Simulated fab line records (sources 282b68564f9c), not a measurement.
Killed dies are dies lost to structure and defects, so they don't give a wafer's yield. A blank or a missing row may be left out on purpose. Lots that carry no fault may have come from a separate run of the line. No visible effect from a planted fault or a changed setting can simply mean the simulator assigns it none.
The tool behind it: which one? :: flow rit cmos :: 42 wafers from 14 lots sampled at 5 of the route's 202 steps

WHAT EACH GAUGE READ, for each wafer
RIT_ACTIVE_CD_MEAS_11: target cd 1400 nm.
lot: L408
measured: day 1 20:09
on: cd sem-02
cd nm (nm): 1398.1 1396.4 1398.6

lot: L409
measured: day 2 00:26
on: cd sem-02
cd nm (nm): 1399.0 1396.2 1397.2

lot: L410
measured: day 2 05:47
on: cd sem-01
cd nm (nm): 1398.2 1395.3 1395.3

lot: L411
measured: day 2 10:28
on: cd sem-01
cd nm (nm): 1399.0 1402.3 1399.9

lot: L412
measured: day 2 16:12
on: cd sem-01
cd nm (nm): 1395.9 1397.1 1396.9

lot: L415
measured: day 3 06:41
on: cd sem-02
cd nm (nm): 1397.1 1396.8 1397.9

lot: L416
measured: day 3 11:31
on: cd sem-02
cd nm (nm): 1396.5 1398.7 1396.6

lot: L422
measured: day 4 17:28
on: cd sem-01
cd nm (nm): 1397.8 1400.2 1399.9

lot: L423
measured: day 4 22:34
on: cd sem-01
cd nm (nm): 1398.3 1401.8 1398.2

lot: L424
measured: day 5 03:35
on: cd sem-01
cd nm (nm): 1401.8 1401.5 1403.8

lot: L425
measured: day 5 08:58
on: cd sem-02
cd nm (nm): 1403.4 1401.1 1402.2

lot: L427
measured: day 5 18:26
on: cd sem-02
cd nm (nm): 1404.4 1405.7 1403.2

lot: L428
measured: day 5 23:35
on: cd sem-01
cd nm (nm): 1402.7 1402.4 1402.3

lot: L430
measured: day 6 09:26
on: cd sem-01
cd nm (nm): 1402.1 1402.4 1402.0

RIT_NRETRO_OVL_MEAS_06.
lot: L408
measured: day 2 10:41
on: overlay-01
NRETRO_OVL (nm): 0.2 3.0 0.8

lot: L409
measured: day 2 15:01
on: overlay-01
NRETRO_OVL (nm): -2.1 -0.5 -0.7

lot: L410
measured: day 2 20:05
on: overlay-01
NRETRO_OVL (nm): -0.7 1.6 2.0

lot: L411
measured: day 3 02:03
on: overlay-01
NRETRO_OVL (nm): 1.4 2.2 1.3

lot: L412
measured: day 3 07:17
on: overlay-01
NRETRO_OVL (nm): -2.6 -0.1 0.9

lot: L415
measured: day 3 21:05
on: overlay-02
NRETRO_OVL (nm): 1.1 1.0 -0.4

lot: L416
measured: day 4 01:51
on: overlay-02
NRETRO_OVL (nm): 0.5 1.8 1.8

lot: L422
measured: day 5 07:57
on: overlay-01
NRETRO_OVL (nm): 1.8 0.9 0.2

lot: L423
measured: day 5 13:02
on: overlay-01
NRETRO_OVL (nm): 1.5 1.9 0.0

lot: L424
measured: day 5 18:54
on: overlay-01
NRETRO_OVL (nm): 0.6 -1.3 0.3

lot: L425
measured: day 5 23:55
on: overlay-01
NRETRO_OVL (nm): 0.4 2.0 1.0

lot: L427
measured: day 6 09:20
on: overlay-02
NRETRO_OVL (nm): -0.2 1.1 2.1

lot: L428
measured: day 6 14:04
on: overlay-02
NRETRO_OVL (nm): -1.0 0.6 0.4

lot: L430
measured: day 7 00:13
on: overlay-02
NRETRO_OVL (nm): 0.0 0.6 -0.6

RIT_GATE_THK_MEAS_09.
lot: L408
measured: day 2 17:19
on: film metro-02
GATE_POLY_THK (nm): 255.0 251.6 254.8

lot: L409
measured: day 2 21:03
on: film metro-01
GATE_POLY_THK (nm): 251.0 247.9 250.3

lot: L410
measured: day 3 02:43
on: film metro-01
GATE_POLY_THK (nm): 249.3 251.8 249.7

lot: L411
measured: day 3 08:51
on: film metro-01
GATE_POLY_THK (nm): 249.4 249.7 250.3

lot: L412
measured: day 3 13:34
on: film metro-03
GATE_POLY_THK (nm): 248.8 248.7 251.9

lot: L415
measured: day 4 03:04
on: film metro-02
GATE_POLY_THK (nm): 223.8 223.2 224.7 224.1 223.1 224.9

lot: L416
measured: day 4 11:43
on: film metro-01
GATE_POLY_THK (nm): 223.1 222.1 222.3 223.2 222.4 222.6

lot: L422
measured: day 5 14:04
on: film metro-01
GATE_POLY_THK (nm): 251.3 251.1 252.0

lot: L423
measured: day 5 19:45
on: film metro-01
GATE_POLY_THK (nm): 252.6 251.6 251.5

lot: L424
measured: day 6 03:04
on: film metro-01
GATE_POLY_THK (nm): 249.6 248.5 248.3

lot: L425
measured: day 6 05:45
on: film metro-01
GATE_POLY_THK (nm): 252.0 251.8 250.4

lot: L427
measured: day 6 15:09
on: film metro-03
GATE_POLY_THK (nm): 247.6 248.1 249.4

lot: L428
measured: day 6 21:53
on: film metro-02
GATE_POLY_THK (nm): 251.8 251.8 247.5

lot: L430
measured: day 7 07:00
on: film metro-02
GATE_POLY_THK (nm): 248.1 246.9 247.7

WHICH TOOL RAN EACH LOT (tool, then ch and the chambers of the sampled wafers, then the start)
lot: L408
RIT_ACTIVE_STRIP_14: plasma asher-04 ch 1, day 1 20:34
RIT_GATE_CVD_08: lpcvd-02 ch 1, day 2 14:53

lot: L409
RIT_ACTIVE_STRIP_14: plasma asher-03 ch 0,1, day 2 00:50
RIT_GATE_CVD_08: lpcvd-01 ch 0, day 2 19:26

lot: L410
RIT_ACTIVE_STRIP_14: plasma asher-03 ch 0, day 2 06:12
RIT_GATE_CVD_08: lpcvd-02 ch 0, day 3 01:07

lot: L411
RIT_ACTIVE_STRIP_14: plasma asher-04 ch 0,1, day 2 10:50
RIT_GATE_CVD_08: lpcvd-02 ch 1, day 3 07:13

lot: L412
RIT_ACTIVE_STRIP_14: plasma asher-03 ch 0,1, day 2 16:35
RIT_GATE_CVD_08: lpcvd-01 ch 1, day 3 11:57

lot: L415
RIT_ACTIVE_STRIP_14: plasma asher-03 ch 0,1, day 3 07:06
RIT_GATE_CVD_08: lpcvd-01 ch 1, day 4 01:26

lot: L416
RIT_ACTIVE_STRIP_14: plasma asher-04 ch 0,1, day 3 11:56
RIT_GATE_CVD_08: lpcvd-01 ch 1, day 4 10:04

lot: L422
RIT_ACTIVE_STRIP_14: plasma asher-01 ch 0,1, day 4 17:50
RIT_GATE_CVD_08: lpcvd-02 ch 0, day 5 12:26

lot: L423
RIT_ACTIVE_STRIP_14: plasma asher-01 ch 0,1, day 4 23:02
RIT_GATE_CVD_08: lpcvd-02 ch 1, day 5 18:08

lot: L424
RIT_ACTIVE_STRIP_14: plasma asher-03 ch 0,1, day 5 03:58
RIT_GATE_CVD_08: lpcvd-02 ch 0, day 6 01:27

lot: L425
RIT_ACTIVE_STRIP_14: plasma asher-04 ch 0,1, day 5 09:27
RIT_GATE_CVD_08: lpcvd-02 ch 1, day 6 04:07

lot: L427
RIT_ACTIVE_STRIP_14: plasma asher-01 ch 0,1, day 5 18:50
RIT_GATE_CVD_08: lpcvd-02 ch 1, day 6 13:32

lot: L428
RIT_ACTIVE_STRIP_14: plasma asher-04 ch 0,1, day 5 23:58
RIT_GATE_CVD_08: lpcvd-02 ch 0, day 6 19:27

lot: L430
RIT_ACTIVE_STRIP_14: plasma asher-03 ch 0,1, day 6 09:50
RIT_GATE_CVD_08: lpcvd-01 ch 0, day 7 04:35
- RIT_ACTIVE_STRIP_14: strips in O2, time 180 s.
- RIT_GATE_CVD_08: deposits poly-Si from SiH4, target thk 250 nm, time 2220 s.

AS READ BY THE TOOLS THEMSELVES (means over the sampled wafers that have a number; for cases with no such wafer, the mark the record gives instead)
RIT_ACTIVE_STRIP_14.
lot: L408
tool: plasma asher-04
drypump motor current A (A): 5.2

lot: L409
tool: plasma asher-03
drypump motor current A (A): 5.8

lot: L410
tool: plasma asher-03
drypump motor current A (A): 5.9

lot: L411
tool: plasma asher-04
drypump motor current A (A): 4.9

lot: L412
tool: plasma asher-03
drypump motor current A (A): 5.8

lot: L415
tool: plasma asher-03
drypump motor current A (A): 5.8

lot: L416
tool: plasma asher-04
drypump motor current A (A): 4.9

lot: L422
tool: plasma asher-01
drypump motor current A (A): 5.4

lot: L423
tool: plasma asher-01
drypump motor current A (A): 5.4

lot: L424
tool: plasma asher-03
drypump motor current A (A): 5.9

lot: L425
tool: plasma asher-04
drypump motor current A (A): 4.9

lot: L427
tool: plasma asher-01
drypump motor current A (A): 5.4

lot: L428
tool: plasma asher-04
drypump motor current A (A): 4.9

lot: L430
tool: plasma asher-03
drypump motor current A (A): 5.8

RIT_GATE_CVD_08.
lot: L408
tool: lpcvd-02
spike tc load C (C): 627.3

lot: L409
tool: lpcvd-01
spike tc load C (C): 631.2

lot: L410
tool: lpcvd-02
spike tc load C (C): 632.9

lot: L411
tool: lpcvd-02
spike tc load C (C): 627.4

lot: L412
tool: lpcvd-01
spike tc load C (C): 630.8

lot: L415
tool: lpcvd-01
spike tc load C (C): 630.8

lot: L416
tool: lpcvd-01
spike tc load C (C): 630.9

lot: L422
tool: lpcvd-02
spike tc load C (C): 633.7

lot: L423
tool: lpcvd-02
spike tc load C (C): 625.7

lot: L424
tool: lpcvd-02
spike tc load C (C): 632.5

lot: L425
tool: lpcvd-02
spike tc load C (C): 626.0

lot: L427
tool: lpcvd-02
spike tc load C (C): 626.5

lot: L428
tool: lpcvd-02
spike tc load C (C): 633.6

lot: L430
tool: lpcvd-01
spike tc load C (C): 630.9

THE ANSWER, worked out from the rows above alone
Rule: the usual values come from the lots themselves. Put in order of their means at a reading, lots are off if they are a third of the lots or fewer, leave a main group of 4 or more, and stand apart from it by a gap of 3 or more times the standard deviation of the main group's means; of several such gaps the widest counts. The tables above print the reading to a certain number of digits; a main group whose means all agree to those digits is not used. A lot without any number at a reading at which 4 lots or more have one is off too. Where the step has rows for the other lots, those lots are counted as sound. The gauges are gone through in route order, then the tools' own readings, and for those a lot's mean is taken as printed above. The first step at which some lot is off is used, and at that step the reading that is off furthest; a lot without a number counts as furthest.
Off: at RIT_GATE_THK_MEAS_09 (GATE_POLY_THK), L415, L416. Mean 250.3 nm and standard deviation 1.6 in the main group.
A tool fits if, at a process step before that reading, it ran every lot that is off, and no sound lot after the first of them. Gauges at RIT_GATE_THK_MEAS_09: tried the same way as those tools. No candidate that was tried fits.

WHAT THE SIMULATOR PUT IN
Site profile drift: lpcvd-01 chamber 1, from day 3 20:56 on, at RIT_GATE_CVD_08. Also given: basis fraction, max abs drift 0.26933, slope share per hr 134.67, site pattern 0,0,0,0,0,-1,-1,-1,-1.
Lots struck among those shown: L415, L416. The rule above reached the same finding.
